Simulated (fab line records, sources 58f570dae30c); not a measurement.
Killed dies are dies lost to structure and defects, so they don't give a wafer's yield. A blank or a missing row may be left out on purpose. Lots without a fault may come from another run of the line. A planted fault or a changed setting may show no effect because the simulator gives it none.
fab line records | flow berkeley_cmos170
record lots=5 wafers=23
route steps=331 shown PLDD@149 NLDD@166 NSD@191 SDANNEAL@205 SILICIDE@211 CONTACT@235 V1@256 V2@292
start_h: hours from the record's first day to the start of the lot's first wafer shown | wait_h: hours since the lot's step before | " the same as in the row above | L1.1+2: a row that stands for several wafers | - no value, or no start given | * or withheld: withheld | < > ~ a bound
route shown NAME@n: a module of which the file shows steps, and the number in the route of the first | usual: mean/standard deviation of fault-free wafers | same: alike in all rows | chamber/n: place in a boat | sites: the reading at each site | _std_site: their standard deviation | _edge_site: outer sites' mean less inner sites' | radius_mm: how far each site lies from the wafer's centre | mask NAME#n: copy n | behind: the tool/chamber that last shaped the wafer | hold: why the lot was held/for how many hours/how that ended | device: the transistor (n, p or np) that didn't switch | end of line: the same wafers' tests at the end of the route | a step without rows: its recipe alone | killed: dies lost to structure and defects at the first sort, not the wafer's yield | map: a wafer's dies, x killed, . not, _ none there
set.NAME: the setting as run; set.NAME@STEP: as run at that earlier step | model.NAME: the simulator's own value behind a step, which no gauge read
lots whose settings were changed on purpose; a table a step, a row a wafer
## steps
# step UCB170_PLDD_PEB_04
# recipe peb_temp_c=130 peb_time_s=withheld resist=KrF
# columns lot.wafer tool chamber start_h wait_h set.peb_temp_c
L075.1+3 litho_track-04 0 - - 130
L075.2+5+6 " 0 " " 132.7
L079.1+2+6 litho_track-03 0 173.10 0.6 127.7
L079.3+5 " 0 " " 130
L080.1+3+4 litho_track-02 0 186.57 0.5 130
L080.5+6 " 0 " " 128.9
L082.2+3+6 litho_track-02 0 204.28 0.3 130
L085.1+4+5 litho_track-04 0 226.99 0.3 130
L085.2+3 " 0 " " 128
# step UCB170_PLDD_DEVELOP_05
# recipe developer=TMAH develop_time_s=45 resist=KrF dev_temp_c=21
# step UCB170_PLDD_CD_MEAS_06
# recipe target_cd_nm=1200
# usual cd_nm=1200.3/1.4
# columns lot.wafer tool chamber start_h wait_h set.peb_temp_c@PLDD_PEB_04 cd_nm
L075.1 cd_sem-02 - 157.80 - 130 1200.5
L075.2 " - " " 132.7 1216.5
L075.3 " - " " 130 1201.7
L075.5 " - " " 132.7 1216.1
L075.6 " - " " 132.7 1216.7
L079.1 cd_sem-02 - 173.38 - 127.7 1181.7
L079.2 " - " " 127.7 1183.7
L079.3 " - " " 130 1198.5
L079.5 " - " " 130 1199.1
L079.6 " - " " 127.7 1181.7
L080.1 cd_sem-02 - 186.92 - 130 1201.1
L080.3 " - " " 130 1201.6
L080.4 " - " " 130 1200.6
L080.5 " - " " 128.9 1192.6
L080.6 " - " " 128.9 1194.2
L082.2 cd_sem-01 - 204.55 - 130 1200.4
L082.3 " - " " 130 1200.6
L082.6 " - " " 130 1198.0
L085.1 cd_sem-01 - 227.27 - 130 1198.4
L085.2 " - " " 128 1185.4
L085.3 " - " " 128 1185.8
L085.4 " - " " 130 1199.1
L085.5 " - " " 130 1199.0
# step UCB170_NLDD_IMPLANT_08
# recipe species=As dose_cm2=5e+13 energy_kev=30 tilt_deg=7 rotation_deg=0
# columns lot.wafer tool chamber start_h wait_h set.energy_kev model.implant.rp_nm model.implant.drp_nm
L075.1+2+5 implanter-04 0 161.28 0.1 30 21.07 9.611
L075.3+6 " 0 " " 30.91 21.56 9.823
L079.1+2+3+5+6 implanter-04 0 175.63 0.0 30 21.35 9.611
L080.1+5+6 implanter-01 0 189.33 0.0 29.4 21.17 9.47
L080.3+4 " 0 " " 30 21.5 9.611
L082.2+3+6 implanter-01 0 206.49 0.0 30 21.36 9.611
L085.1+2 implanter-04 0 229.39 0.0 30 20.96 9.611
L085.3+4+5 " 0 " " 28.83 20.34 9.337
# step UCB170_NSD_PEB_04
# recipe peb_temp_c=130 peb_time_s=withheld resist=KrF
# columns lot.wafer tool chamber start_h wait_h set.peb_temp_c
L075.1+2+3+5+6 litho_track-02 0 171.22 0.2 130
L079.1+6 litho_track-03 0 188.76 0.5 132.6
L079.2+3+5 " 0 " " 130
L080.1+3 litho_track-01 0 206.05 0.2 133.9
L080.4+5+6 " 0 " " 130
L082.2+3+6 litho_track-02 0 216.92 0.1 130
L085.1+2+3+4+5 litho_track-02 0 239.17 0.5 130
# step UCB170_NSD_DEVELOP_05
# recipe developer=TMAH develop_time_s=45 resist=KrF dev_temp_c=21
# step UCB170_NSD_CD_MEAS_06
# recipe target_cd_nm=1200
# usual cd_nm=1199.9/1.2
# columns lot.wafer tool chamber start_h wait_h set.peb_temp_c@NSD_PEB_04 cd_nm
L075.1 cd_sem-01 - 171.58 - 130 1200.0
L075.2 " - " " 130 1200.0
L075.3 " - " " 130 1199.5
L075.5 " - " " 130 1200.3
L075.6 " - " " 130 1199.6
L079.1 cd_sem-02 - 189.04 - 132.6 1218.4
L079.2 " - " " 130 1203.4
L079.3 " - " " 130 1202.1
L079.5 " - " " 130 1202.5
L079.6 " - " " 132.6 1218.2
L080.1 cd_sem-02 - 206.32 - 133.9 1222.0
L080.3 " - " " 133.9 1221.9
L080.4 " - " " 130 1198.1
L080.5 " - " " 130 1200.1
L080.6 " - " " 130 1199.2
L082.2 cd_sem-02 - 217.19 - 130 1199.2
L082.3 " - " " 130 1199.4
L082.6 " - " " 130 1199.7
L085.1 cd_sem-01 - 239.44 - 130 1199.5
L085.2 " - " " 130 1200.7
L085.3 " - " " 130 1199.7
L085.4 " - " " 130 1200.3
L085.5 " - " " 130 1199.7
# step UCB170_NSD_IMPLANT_08
# recipe species=P dose_cm2=3e+15 energy_kev=40 tilt_deg=7
# columns lot.wafer tool chamber start_h wait_h set.dose_cm2
L075.1+2+6 implanter-03 0 171.74 0.0 3.106e+15
L075.3+5 " 0 " " 3e+15
L079.1+2+3+5+6 implanter-03 0 189.19 0.0 3e+15
L080.1+4 implanter-03 0 206.48 0.0 2.917e+15
L080.3+5+6 " 0 " " 3e+15
L082.2+3+6 implanter-03 0 217.35 0.0 3e+15
L085.1+2+4 implanter-04 0 239.60 0.0 3e+15
L085.3+5 " 0 " " 2.822e+15
# step UCB170_NSD_STRIP_09
# recipe chemistry=O2 power_w=400 pressure_mtorr=3500 platen_temp_c=withheld o2_flow_sccm=400 overash_fraction=0.5
# usual strip_time_to_endpoint_s=35.80/0.085
# columns lot.wafer tool chamber start_h wait_h set.dose_cm2@NSD_IMPLANT_08 strip_time_to_endpoint_s
L075.1 plasma_asher-04 0 171.89 0.1 3.106e+15 36.08
L075.2 " 1 " " 3.106e+15 36.15
L075.3 " 0 " " 3e+15 35.83
L075.5 " 0 " " 3e+15 35.75
L075.6 " 1 " " 3.106e+15 36.00
L079.1 plasma_asher-04 1 189.34 0.1 3e+15 35.90
L079.2 " 0 " " 3e+15 35.88
L079.3 " 1 " " 3e+15 35.84
L079.5 " 0 " " 3e+15 35.83
L079.6 " 1 " " 3e+15 35.93
L080.1 plasma_asher-04 1 206.63 0.1 2.917e+15 35.57
L080.3 " 0 " " 3e+15 35.95
L080.4 " 1 " " 2.917e+15 35.61
L080.5 " 0 " " 3e+15 35.88
L080.6 " 1 " " 3e+15 35.83
L082.2 plasma_asher-04 1 217.48 0.1 3e+15 35.92
L082.3 " 1 " " 3e+15 35.95
L082.6 " 0 " " 3e+15 35.91
L085.1 plasma_asher-02 1 239.75 0.1 3e+15 35.85
L085.2 " 0 " " 3e+15 35.90
L085.3 " 0 " " 2.822e+15 35.24
L085.4 " 1 " " 3e+15 35.87
L085.5 " 0 " " 2.822e+15 35.18
# step UCB170_NSD_CLEAN_11
# recipe chemistry=SPM temp_c=120 time_s=600
# step UCB170_SDANNEAL_RTA_01
# recipe temp_c=1050 time_s=5 ambient=N2
# step UCB170_SDANNEAL_RS_MEAS_03
# recipe thk_meas_gauge=four-point-probe
# usual NSD_RS=37.27/0.091
# columns lot.wafer tool chamber start_h wait_h set.dose_cm2@NSD_IMPLANT_08 NSD_RS[ohm/sq]
L075.1 film_metro-02 - 173.66 0.1 3.106e+15 36.69
L075.2 " - " " 3.106e+15 36.77
L075.3 " - " " 3e+15 37.38
L075.5 " - " " 3e+15 37.41
L075.6 " - " " 3.106e+15 36.79
L079.1 film_metro-01 - 190.65 0.1 3e+15 37.29
L079.2 " - " " 3e+15 37.26
L079.3 " - " " 3e+15 37.21
L079.5 " - " " 3e+15 37.25
L079.6 " - " " 3e+15 37.19
L080.1 film_metro-01 - 208.27 0.1 2.917e+15 37.71
L080.3 " - " " 3e+15 37.18
L080.4 " - " " 2.917e+15 37.67
L080.5 " - " " 3e+15 37.16
L080.6 " - " " 3e+15 37.16
L082.2 film_metro-02 - 218.80 0.1 3e+15 37.16
L082.3 " - " " 3e+15 37.18
L082.6 " - " " 3e+15 37.15
L085.1 film_metro-01 - 241.61 0.1 3e+15 37.34
L085.2 " - " " 3e+15 37.28
L085.3 " - " " 2.822e+15 38.46
L085.4 " - " " 3e+15 37.31
L085.5 " - " " 2.822e+15 38.43
# step UCB170_SILICIDE_SPUTTER_01
# recipe material=Ti target_thk_nm=30 time_s=25 power_w=1500 chamber_pressure_pa=0.5
# columns lot.wafer tool chamber start_h wait_h set.time_s model.Ti_of_SILICIDE_SPUTTER_01.thk_nm
L075.1 pvd_sputter-03 - 174.08 0.0 25 29.72
L075.2 " - " " 23.28 27.84
L075.3 " - " " 23.28 27.86
L075.5 " - " " 25 30.01
L075.6 " - " " 23.28 27.71
L079.1 pvd_sputter-03 - 191.07 0.0 25 29.56
L079.2 " - " " 27.07 32.03
L079.3 " - " " 25 30.3
L079.5 " - " " 27.07 32.26
L079.6 " - " " 25 29.82
L080.1 pvd_sputter-04 - 208.70 0.0 25 30.03
L080.3 " - " " 25 29.97
L080.4 " - " " 25 29.91
L080.5 " - " " 22.25 26.37
L080.6 " - " " 22.25 26.62
L082.2 pvd_sputter-04 - 219.21 0.0 25 29.94
L082.3 " - " " 25 29.89
L082.6 " - " " 25 29.97
L085.1 pvd_sputter-03 - 242.04 0.0 21.7 25.9
L085.2 " - " " 25 29.9
L085.3 " - " " 21.7 26.25
L085.4 " - " " 25 29.55
L085.5 " - " " 21.7 25.72
# step UCB170_SILICIDE_RS_MEAS_02
# recipe thk_meas_gauge=four-point-probe reads=Ti_of_SILICIDE_SPUTTER_01
# usual SILICIDE_TI_RS=26.13/0.24
# columns lot.wafer tool chamber start_h wait_h set.time_s@SILICIDE_SPUTTER_01 SILICIDE_TI_RS[ohm/sq]
L075.1 film_metro-03 - 174.11 0.0 25 26.41
L075.2 " - " " 23.28 28.50
L075.3 " - " " 23.28 28.42
L075.5 " - " " 25 26.11
L075.6 " - " " 23.28 28.74
L079.1 film_metro-01 - 191.11 0.0 25 26.61
L079.2 " - " " 27.07 24.17
L079.3 " - " " 25 25.77
L079.5 " - " " 27.07 23.96
L079.6 " - " " 25 26.31
L080.1 film_metro-03 - 208.73 0.0 25 26.07
L080.3 " - " " 25 26.17
L080.4 " - " " 25 26.24
L080.5 " - " " 22.25 30.44
L080.6 " - " " 22.25 30.05
L082.2 film_metro-01 - 219.26 0.0 25 26.15
L082.3 " - " " 25 26.18
L082.6 " - " " 25 26.06
L085.1 film_metro-03 - 242.07 0.0 21.7 30.99
L085.2 " - " " 25 26.25
L085.3 " - " " 21.7 30.59
L085.4 " - " " 25 26.61
L085.5 " - " " 21.7 31.35
# step UCB170_SILICIDE_THK_MEAS_03
# recipe thk_meas_gauge=xrf reads=Ti_of_SILICIDE_SPUTTER_01
# usual SILICIDE_TI_THK=29.96/0.23
# columns lot.wafer tool chamber start_h wait_h set.time_s@SILICIDE_SPUTTER_01 SILICIDE_TI_THK[nm]
L075.1 film_metro-03 - 174.23 0.1 25 29.66
L075.2 " - " " 23.28 27.76
L075.3 " - " " 23.28 27.64
L075.5 " - " " 25 29.97
L075.6 " - " " 23.28 27.52
L079.1 film_metro-01 - 191.23 0.1 25 29.51
L079.2 " - " " 27.07 32.14
L079.3 " - " " 25 30.39
L079.5 " - " " 27.07 32.30
L079.6 " - " " 25 29.73
L080.1 film_metro-03 - 208.85 0.1 25 30.11
L080.3 " - " " 25 29.83
L080.4 " - " " 25 30.01
L080.5 " - " " 22.25 26.45
L080.6 " - " " 22.25 26.63
L082.2 film_metro-01 - 219.37 0.1 25 30.03
L082.3 " - " " 25 29.82
L082.6 " - " " 25 30.08
L085.1 film_metro-03 - 242.19 0.1 21.7 26.00
L085.2 " - " " 25 29.98
L085.3 " - " " 21.7 26.42
L085.4 " - " " 25 29.58
L085.5 " - " " 21.7 25.69
# step UCB170_CONTACT_STRIP_19
# recipe chemistry=O2 power_w=400 pressure_mtorr=3500 platen_temp_c=withheld o2_flow_sccm=400 overash_fraction=0.5
# usual oes_product_au=0.725/0.0047
# columns lot.wafer tool chamber start_h wait_h set.overash_fraction oes_product_au
L075.1 plasma_asher-02 1 178.82 - 0.6434 0.697
L075.2 " 0 " " 0.5 0.727
L075.3 " 1 " " 0.6434 0.690
L075.5 " 0 " " 0.5 0.722
L075.6 " 1 " " 0.6434 0.679
L079.1 plasma_asher-02 0 195.62 - 0.5 0.723
L079.2 " 1 " " 0.5 0.726
L079.3 " 1 " " 0.5 0.730
L079.5 " 0 " " 0.5 0.718
L079.6 " 1 " " 0.5 0.721
L080.1 plasma_asher-02 0 214.50 - 0.597 0.693
L080.3 " 0 " " 0.5 0.729
L080.4 " 1 " " 0.5 0.728
L080.5 " 0 " " 0.597 0.699
L080.6 " 1 " " 0.5 0.728
L082.2 plasma_asher-04 1 224.06 - 0.5 0.720
L082.3 " 1 " " 0.5 0.729
L082.6 " 0 " " 0.5 0.714
L085.1 plasma_asher-04 1 246.80 - 0.5 0.718
L085.2 " 0 " " 0.5 0.722
L085.3 " 1 " " 0.5661 0.699
L085.4 " 0 " " 0.5661 0.700
L085.5 " 1 " " 0.5 0.722
# step UCB170_V1_CMP_02
# recipe material=SiO2 down_force_psi=6 platen_rpm=60 pad_velocity_m_s=0.75398
# columns lot.wafer tool chamber start_h wait_h set.leave_above_ref_nm model.SiO2_of_V1_CVD_00.thk_nm
L075.2 cmp-02 1 183.24 0.0 1000 1000
L075.1 " 2 " " 1000 999.7
L075.3 " 3 " " 1000 998
L075.5 " 1 " " 1000 999.4
L075.6 " 2 " " 1000 1001
L079.1 cmp-02 1 199.39 0.1 1000 998.7
L079.2 " 2 " " 939.5 938
L079.3 " 3 " " 1000 998.5
L079.5 " 0 " " 1000 1000
L079.6 " 1 " " 939.5 938.8
L080.1 cmp-01 2 218.75 0.1 1000 999.2
L080.4 " 3 " " 1000 1000
L080.3 " 0 " " 1000 998.9
L080.5 " 2 " " 1000 999.5
L080.6 " 3 " " 1000 1001
L082.3 cmp-01 0 228.52 0.1 1000 998.8
L082.2 " 1 " " 1000 999.3
L082.6 " 2 " " 1000 998.3
L085.2 cmp-02 3 250.50 0.0 1027 1025
L085.1 " 0 " " 1027 1027
L085.3 " 1 " " 1027 1028
L085.4 " 2 " " 1000 1000
L085.5 " 3 " " 1000 999.2
# step UCB170_V1_THK_MEAS_04
# recipe reads=SiO2_of_V1_CVD_00
# usual V1_POLISHED_THK=999.6/1.2
# columns lot.wafer tool chamber start_h wait_h set.leave_above_ref_nm@V1_CMP_02 V1_POLISHED_THK[nm]
L075.1 film_metro-03 - 183.66 0.1 1000 1000.1
L075.2 " - " " 1000 999.9
L075.3 " - " " 1000 998.0
L075.5 " - " " 1000 999.6
L075.6 " - " " 1000 1000.9
L079.1 film_metro-04 - 199.76 0.1 1000 998.3
L079.2 " - " " 939.5 937.9
L079.3 " - " " 1000 997.7
L079.5 " - " " 1000 1000.1
L079.6 " - " " 939.5 938.3
L080.1 film_metro-03 - 219.17 0.1 1000 999.3
L080.3 " - " " 1000 998.9
L080.4 " - " " 1000 1000.0
L080.5 " - " " 1000 999.6
L080.6 " - " " 1000 1000.6
L082.2 film_metro-02 - 228.85 0.1 1000 999.7
L082.3 " - " " 1000 997.9
L082.6 " - " " 1000 998.9
L085.1 film_metro-04 - 250.92 0.1 1027 1027.0
L085.2 " - " " 1027 1025.0
L085.3 " - " " 1027 1028.0
L085.4 " - " " 1000 999.3
L085.5 " - " " 1000 999.7
# step UCB170_V1_CLEAN_05
# recipe chemistry=DIW
# step UCB170_V1_HMDS_06
# recipe prime_time_s=60 prime_temp_c=100
# step UCB170_V1_ETCH_14
# recipe chemistry=CHF3/CF4/Ar target=SiO2 stop_on=Al CHF3_flow_sccm=45 cf4_flow_sccm=15 Ar_flow_sccm=150 pressure_mtorr=200 rf_w=700 target_depth_a=12500 over_etch_frac=0.25 time_s=291
# columns lot.wafer tool chamber start_h wait_h set.leave_above_ref_nm@V1_CMP_02 model.V1.feature_depth_nm model.etch.depth_nm
L075.1 rie_diel-01 2 186.28 0.0 1000 999.9 999.7
L075.2 " 0 " " 1000 1000 1000
L075.3 " 3 " " 1000 998 998
L075.5 " 3 " " 1000 999.4 999.4
L075.6 " 0 " " 1000 1001 1001
L079.1 rie_diel-03 0 202.36 0.0 1000 998.8 998.7
L079.2 " 2 " " 939.5 938 938
L079.3 " 3 " " 1000 998.6 998.5
L079.5 " 0 " " 1000 1000 1000
L079.6 " 3 " " 939.5 938.8 938.8
L080.1 rie_diel-01 2 220.89 0.0 1000 999.4 999.2
L080.3 " 0 " " 1000 999 998.9
L080.4 " 1 " " 1000 1000 1000
L080.5 " 3 " " 1000 999.5 999.5
L080.6 " 2 " " 1000 1001 1001
L082.2 rie_diel-01 3 230.07 0.0 1000 999.3 999.3
L082.3 " 0 " " 1000 998.9 998.8
L082.6 " 2 " " 1000 998.5 998.3
L085.1 rie_diel-02 1 252.28 0.0 1027 1027 1027
L085.2 " 0 " " 1027 1025 1025
L085.3 " 3 " " 1027 1028 1028
L085.4 " 2 " " 1000 1000 1000
L085.5 " 0 " " 1000 999.2 999.2
# step UCB170_V2_CVD_00
# recipe material=SiO2 target_thk_nm=2000 temp_c=390 precursor=TEOS/O2 time_s=250 rf_w=550 pressure_mtorr=9000
# columns lot.wafer tool chamber start_h wait_h set.time_s model.SiO2_of_V2_CVD_00.thk_nm
L075.1 pecvd-02 1 189.90 0.1 250 1985
L075.2 " 2 " " 270.6 2122
L075.3 " 0 " " 250 2005
L075.5 " 2 " " 250 1984
L075.6 " 1 " " 270.6 2163
L079.1 pecvd-01 2 205.50 0.1 227.8 1823
L079.2 " 0 " " 227.8 1803
L079.3 " 1 " " 227.8 1821
L079.5 " 1 " " 250 2010
L079.6 " 0 " " 250 2008
L080.1 pecvd-02 0 223.98 0.1 250 1981
L080.3 " 1 " " 250 1968
L080.4 " 2 " " 250 2005
L080.5 " 0 " " 250 1987
L080.6 " 1 " " 250 2009
L082.2 pecvd-02 2 233.11 0.1 250 1982
L082.3 " 0 " " 250 1999
L082.6 " 2 " " 250 1993
L085.1 pecvd-02 2 255.72 0.1 250 2001
L085.2+3 " 1,0 " " 250 2011
L085.4 " 1 " " 250 2049
L085.5 " 0 " " 250 2048
# step UCB170_V2_THK_MEAS_01
# recipe reads=SiO2_of_V2_CVD_00
# usual V2_TEOS_THK=2005/25
# columns lot.wafer tool chamber start_h wait_h set.time_s@V2_CVD_00 V2_TEOS_THK[nm]
L075.1 film_metro-01 - 190.05 0.1 250 1984
L075.2 " - " " 270.6 2122
L075.3 " - " " 250 2006
L075.5 " - " " 250 1985
L075.6 " - " " 270.6 2162
L079.1 film_metro-03 - 205.65 0.1 227.8 1824
L079.2 " - " " 227.8 1803
L079.3 " - " " 227.8 1821
L079.5 " - " " 250 2010
L079.6 " - " " 250 2007
L080.1 film_metro-02 - 224.14 0.1 250 1979
L080.3 " - " " 250 1968
L080.4 " - " " 250 2006
L080.5 " - " " 250 1988
L080.6 " - " " 250 2009
L082.2 film_metro-02 - 233.27 0.1 250 1982
L082.3 " - " " 250 1999
L082.6 " - " " 250 1993
L085.1 film_metro-02 - 255.87 0.1 250 2001
L085.2 " - " " 250 2013
L085.3 " - " " 250 2011
L085.4 " - " " 250 2049
L085.5 " - " " 250 2048
## key
split step=UCB170_PLDD_PEB_04 setting=peb_temp_c stated=130 by=wafer
response step=UCB170_PLDD_CD_MEAS_06 reading=cd_nm change=+8.35 per=1% r=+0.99
split step=UCB170_NLDD_IMPLANT_08 setting=energy_kev stated=30 by=wafer
response step=UCB170_NLDD_IMPLANT_08 reading=model.implant.rp_nm change=+0.161 per=1% r=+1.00
response step=UCB170_NLDD_IMPLANT_08 reading=model.implant.drp_nm change=+0.0702 per=1% r=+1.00
split step=UCB170_NSD_PEB_04 setting=peb_temp_c stated=130 by=wafer
response step=UCB170_NSD_CD_MEAS_06 reading=cd_nm change=+7.67 per=1% r=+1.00
split step=UCB170_NSD_IMPLANT_08 setting=dose_cm2 stated=3e+15 by=wafer
response step=UCB170_NSD_STRIP_09 reading=strip_time_to_endpoint_s change=* per=1% r=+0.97
response step=UCB170_SDANNEAL_RS_MEAS_03 reading=NSD_RS change=-0.189 per=1% r=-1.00
split step=UCB170_SILICIDE_SPUTTER_01 setting=time_s stated=25 by=wafer
response step=UCB170_SILICIDE_SPUTTER_01 reading=model.Ti_of_SILICIDE_SPUTTER_01.thk_nm change=+0.294 per=1% r=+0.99
response step=UCB170_SILICIDE_RS_MEAS_02 reading=SILICIDE_TI_RS change=-0.337 per=1% r=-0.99
response step=UCB170_SILICIDE_THK_MEAS_03 reading=SILICIDE_TI_THK change=+0.296 per=1% r=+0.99
split step=UCB170_CONTACT_STRIP_19 setting=overash_fraction stated=0.5 by=wafer
response step=UCB170_CONTACT_STRIP_19 reading=oes_product_au change=-0.00141 per=1% r=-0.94
split step=UCB170_V1_CMP_02 setting=leave_above_ref_nm stated=1000 by=wafer
response step=UCB170_V1_CMP_02 reading=model.SiO2_of_V1_CVD_00.thk_nm change=+10 per=1% r=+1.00
response step=UCB170_V1_THK_MEAS_04 reading=V1_POLISHED_THK change=+10 per=1% r=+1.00
response step=UCB170_V1_ETCH_14 reading=model.V1.feature_depth_nm change=+10.1 per=1% r=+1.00
response step=UCB170_V1_ETCH_14 reading=model.etch.depth_nm change=+10 per=1% r=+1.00
split step=UCB170_V2_CVD_00 setting=time_s stated=250 by=wafer
response step=UCB170_V2_CVD_00 reading=model.SiO2_of_V2_CVD_00.thk_nm change=+20.2 per=1% r=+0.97
response step=UCB170_V2_THK_MEAS_01 reading=V2_TEOS_THK change=+20.1 per=1% r=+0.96
